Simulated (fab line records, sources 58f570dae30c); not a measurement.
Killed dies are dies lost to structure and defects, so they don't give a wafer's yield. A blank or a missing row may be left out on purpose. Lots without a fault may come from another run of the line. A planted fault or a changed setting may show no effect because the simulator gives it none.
Which tool did it? + flow berkeley-cmos170 + 14 lots with 42 wafers sampled at 4 steps, on a route of 331 steps

WHAT THE GAUGES SHOWED, per wafer
UCB170_ACTIVE_THK_MEAS_06.
| lot  | measured    | on            | ACTIVE_NITRIDE_THK (nm) |
|------|-------------|---------------|-------------------------|
| L230 | day 4 17:32 | film-metro-02 | 218.3 218.2 219.1       |
| L231 | day 4 17:32 | film-metro-04 | 217.8 217.4 219.3       |
| L232 | day 4 17:37 | film-metro-02 | 216.5 213.7 215.9       |
| L234 | day 5 00:37 | film-metro-04 | 219.3 220.8 219.6       |
| L235 | day 5 08:06 | film-metro-02 | 219.0 218.7 221.4       |
| L237 | day 5 21:59 | film-metro-04 | 220.2 219.8 218.0       |
| L241 | day 6 18:37 | film-metro-02 | 220.2 220.2 219.0       |
| L244 | day 7 01:03 | film-metro-01 | 222.8 222.9 222.4       |
| L246 | day 7 08:38 | film-metro-02 | 219.6 218.5 219.6       |
| L248 | day 7 14:38 | film-metro-02 | 220.4 219.8 218.5       |
| L250 | day 8 07:37 | film-metro-01 | 218.1 219.7 218.4       |
| L251 | day 8 07:39 | film-metro-04 | 221.0 220.7 219.6       |
| L252 | day 8 17:11 | film-metro-04 | 215.8 217.0 214.7       |
| L253 | day 9 03:15 | film-metro-04 | 218.9 219.5 219.4       |

UCB170_PLDD_CD_MEAS_06: the cd target is 1200 nm.
| lot  | measured     | on        | cd-nm (nm)           |
|------|--------------|-----------|----------------------|
| L230 | day 6 13:17  | cd-sem-02 | 1196.4 1197.4 1197.1 |
| L231 | day 6 08:59  | cd-sem-02 | 1201.1 1201.3 1200.0 |
| L232 | day 6 13:56  | cd-sem-01 | 1199.4 1201.5 1200.1 |
| L234 | day 7 01:26  | cd-sem-02 | 1199.6 1198.4 1198.0 |
| L235 | day 7 12:58  | cd-sem-02 | 1198.7 1199.3 1199.9 |
| L237 | day 7 15:59  | cd-sem-01 | 1203.1 1201.8 1200.9 |
| L241 | day 8 21:08  | cd-sem-01 | 1200.2 1200.4 1200.4 |
| L244 | day 9 08:05  | cd-sem-02 | 1199.0 1199.4 1200.8 |
| L250 | day 10 11:57 | cd-sem-02 | 1200.6 1199.3 1201.9 |
| L251 | day 10 11:43 | cd-sem-02 | 1199.3 1201.2 1198.9 |
| L252 | day 10 19:52 | cd-sem-01 | 1200.4 1197.8 1199.7 |
| L253 | day 11 02:10 | cd-sem-01 | 1201.1 1201.4 1201.8 |

WHICH TOOL RAN EACH LOT (tool, then ch and the chambers of the sampled wafers, then the start)
| lot  | UCB170_GATE_DEVELOP_11            | UCB170_GATE_STRIP_16                 |
|------|-----------------------------------|--------------------------------------|
| L230 | litho-track-01 ch 0, day 6 11:00  | plasma-asher-02 ch 1, day 6 12:02    |
| L231 | litho-track-03 ch 0, day 6 07:00  | plasma-asher-02 ch 0,1, day 6 07:45  |
| L232 | litho-track-02 ch 0, day 6 12:00  | plasma-asher-02 ch 0,1, day 6 12:32  |
| L234 | litho-track-02 ch 0, day 6 23:00  | plasma-asher-02 ch 0,1, day 6 23:39  |
| L235 | litho-track-01 ch 0, day 7 09:00  | plasma-asher-04 ch 0,1, day 7 10:18  |
| L237 | litho-track-02 ch 0, day 7 13:00  | plasma-asher-02 ch 0,1, day 7 14:19  |
| L241 | litho-track-03 ch 0, day 8 19:00  | plasma-asher-02 ch 0,1, day 8 19:44  |
| L244 | litho-track-03 ch 0, day 9 06:00  | plasma-asher-03 ch 0,1, day 9 06:35  |
| L246 | litho-track-02, day 9 06:00       | plasma-asher-03 ch 0,1, day 9 07:09  |
| L248 | litho-track-01, day 9 13:00       | plasma-asher-04 ch 0,1, day 9 13:52  |
| L250 | litho-track-02 ch 0, day 10 09:00 | plasma-asher-04 ch 0,1, day 10 10:08 |
| L251 | litho-track-03 ch 0, day 10 09:00 | plasma-asher-04 ch 0,1, day 10 09:54 |
| L252 | litho-track-01 ch 0, day 10 18:00 | plasma-asher-03 ch 0,1, day 10 18:35 |
| L253 | litho-track-01 ch 0, day 11 00:00 | plasma-asher-03 ch 0,1, day 11 00:25 |
- UCB170_GATE_DEVELOP_11: develop time 45 s.
- UCB170_GATE_STRIP_16: strips in O2.

WHAT THE TOOLS THEMSELVES READ (means of the sampled wafers that have a number; where no wafer has one, the mark that the record gives instead)
UCB170_GATE_DEVELOP_11.
| lot  | tool           | chill-plate-temp-C (C) | resist-line-temp-C (C) |
|------|----------------|------------------------|------------------------|
| L230 | litho-track-01 | 22.94                  | 23.03                  |
| L231 | litho-track-03 | 23.09                  | 22.99                  |
| L232 | litho-track-02 | 23.01                  | 22.88                  |
| L234 | litho-track-02 | 22.92                  | 23.05                  |
| L235 | litho-track-01 | 23.00                  | 22.95                  |
| L237 | litho-track-02 | 22.91                  | 23.08                  |
| L241 | litho-track-03 | 22.99                  | 22.95                  |
| L244 | litho-track-03 | 23.00                  | 23.01                  |
| L246 | litho-track-02 | -                      | -                      |
| L248 | litho-track-01 | -                      | -                      |
| L250 | litho-track-02 | 23.06                  | 22.95                  |
| L251 | litho-track-03 | 22.96                  | 22.98                  |
| L252 | litho-track-01 | 23.04                  | 23.07                  |
| L253 | litho-track-01 | 22.81                  | 23.16                  |

UCB170_GATE_STRIP_16.
| lot  | tool            | drypump-motor-current-A (A) | oes-product-au (a.u.) |
|------|-----------------|-----------------------------|-----------------------|
| L230 | plasma-asher-02 | 5.6                         | 0.717                 |
| L231 | plasma-asher-02 | 5.6                         | 0.722                 |
| L232 | plasma-asher-02 | 5.6                         | 0.725                 |
| L234 | plasma-asher-02 | 5.7                         | 0.720                 |
| L235 | plasma-asher-04 | 5.5                         | 0.725                 |
| L237 | plasma-asher-02 | 5.6                         | 0.726                 |
| L241 | plasma-asher-02 | 5.7                         | 0.724                 |
| L244 | plasma-asher-03 | 5.2                         | 0.726                 |
| L246 | plasma-asher-03 | 5.1                         | 0.720                 |
| L248 | plasma-asher-04 | 5.5                         | 0.727                 |
| L250 | plasma-asher-04 | 5.2                         | 0.725                 |
| L251 | plasma-asher-04 | 5.2                         | 0.723                 |
| L252 | plasma-asher-03 | 5.4                         | 0.723                 |
| L253 | plasma-asher-03 | 5.4                         | 0.722                 |

THE ANSWER, worked out from the rows above alone
Rule: what is usual is taken from the lots themselves. Put in order of their means at a reading, lots are off if they are a third of the lots or fewer, leave a main group of 4 or more, and stand apart from it by a gap of 3 or more times the standard deviation of the main group's means; of several such gaps the widest counts. A main group is skipped when, at the precision printed for the reading in the tables above, its means are all equal. A lot without any number at a reading at which 4 lots or more have one is off too. Where the step has rows for the other lots, those lots are counted as sound. Order of review: gauges by route order, followed by the tools' own readings, for which a lot's mean as printed above is used. The first step at which some lot is off is used, and at that step the reading that is off furthest; a lot without a number counts as furthest.
Off at UCB170_GATE_DEVELOP_11 (chill-plate-temp-C): L246, L248. Without a number there: L246, L248. The main group has a mean of 22.98 C with a standard deviation of 0.073.
If a tool, at that step or one of the process steps before it, ran each lot that is off and ran no sound lot following the first of them, it fits. No candidate that was tried fits.

WHAT HAD BEEN PUT IN BY THE SIMULATOR
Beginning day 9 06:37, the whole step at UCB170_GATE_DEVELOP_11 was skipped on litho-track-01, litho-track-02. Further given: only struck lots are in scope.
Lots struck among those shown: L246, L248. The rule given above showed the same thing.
